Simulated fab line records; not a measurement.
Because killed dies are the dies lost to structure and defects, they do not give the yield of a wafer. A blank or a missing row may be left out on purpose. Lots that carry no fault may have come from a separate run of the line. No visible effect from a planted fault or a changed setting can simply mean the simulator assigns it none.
One fault through the eyes of 2 desks || flow ritCmos || what lay behind the numbers comes last; until then each desk has only its own

== FROM THE METROLOGY DESK ==
What the gauges read, lot by lot, whatever tool the lot ran on: means of the sampled wafers that have a number. The brackets show how far a lot's mean lies from the usual mean; more than 4 standard deviations puts the lot out of limits, marked OUT.
Columns: A = NRETRO_OVL at RIT_NRETRO_OVL_MEAS_06, usual 0.9 nm; B = cdNm at RIT_GATE_CD_MEAS_90, usual 150.1 nm
{"lot": "L887", "first seen here": "day 2 08:31", "A": 2.2, "B": 150.6}
{"lot": "L888", "first seen here": "day 2 10:31", "A": 2.0, "B": 150.4}
{"lot": "L889", "first seen here": "day 2 16:22", "A": -1.1, "B": 151.8}
{"lot": "L890", "first seen here": "day 2 21:50", "A": 0.4, "B": 152.7}
{"lot": "L891", "first seen here": "day 3 04:05", "A": 1.2, "B": 151.5}
{"lot": "L892", "first seen here": "day 3 10:07", "A": 3.5, "B": 151.4}
{"lot": "L893", "first seen here": "day 3 14:34", "A": -0.4, "B": 151.8}
{"lot": "L894", "first seen here": "day 3 18:05", "A": 2.0, "B": 150.5}
{"lot": "L895", "first seen here": "day 3 23:17", "A": -1.3, "B": 147.5}
{"lot": "L898", "first seen here": "day 4 12:46", "A": 1.4, "B": 150.9}
{"lot": "L905", "first seen here": "day 6 08:16", "A": 1.0, "B": 147.7}
{"lot": "L906", "first seen here": "day 6 13:51", "A": 0.1, "B": 151.4}
{"lot": "L909", "first seen here": "day 6 20:50", "A": 0.8, "B": 148.2}
{"lot": "L910", "first seen here": "day 7 03:25", "A": 2.2, "B": 150.9}
Finding of this desk: none of the 14 lots has anything out of limits.

== TOOL OWNER'S DESK, ilineStepper-01 ==
The tool's own readings at RIT_PRETRO_EXPOSE_03 (exposes mask M5, target cd 43700 nm): means of the sampled wafers that have a number, for each lot that ran on this tool. The brackets show how far a lot's mean lies from the usual mean; more than 4 standard deviations puts the lot out of limits, marked OUT.
Columns: A = exposureDoseMJCm2 at RIT_PRETRO_EXPOSE_03, usual 249.95; B = focusOffsetNm at RIT_PRETRO_EXPOSE_03, usual 0.0 nm
{"lot": "L888", "first seen here": "day 2 11:52", "A": 249.87, "B": -0.2}
{"lot": "L891", "first seen here": "day 3 05:20", "A": 249.70, "B": -0.3}
{"lot": "L894", "first seen here": "day 3 19:20", "A": 249.72, "B": -0.3}
{"lot": "L898", "first seen here": "day 4 14:05", "A": 249.91, "B": 0.1}
{"lot": "L909", "first seen here": "day 6 21:58", "A": 249.95, "B": -0.2}
Finding of this desk: none of the 5 lots has anything out of limits.

== BROUGHT TOGETHER ==
Metrology desk: nothing out of limits seen.
The tool owner's desk saw nothing out of limits.

== WHAT WAS PUT IN BY THE SIMULATOR ==
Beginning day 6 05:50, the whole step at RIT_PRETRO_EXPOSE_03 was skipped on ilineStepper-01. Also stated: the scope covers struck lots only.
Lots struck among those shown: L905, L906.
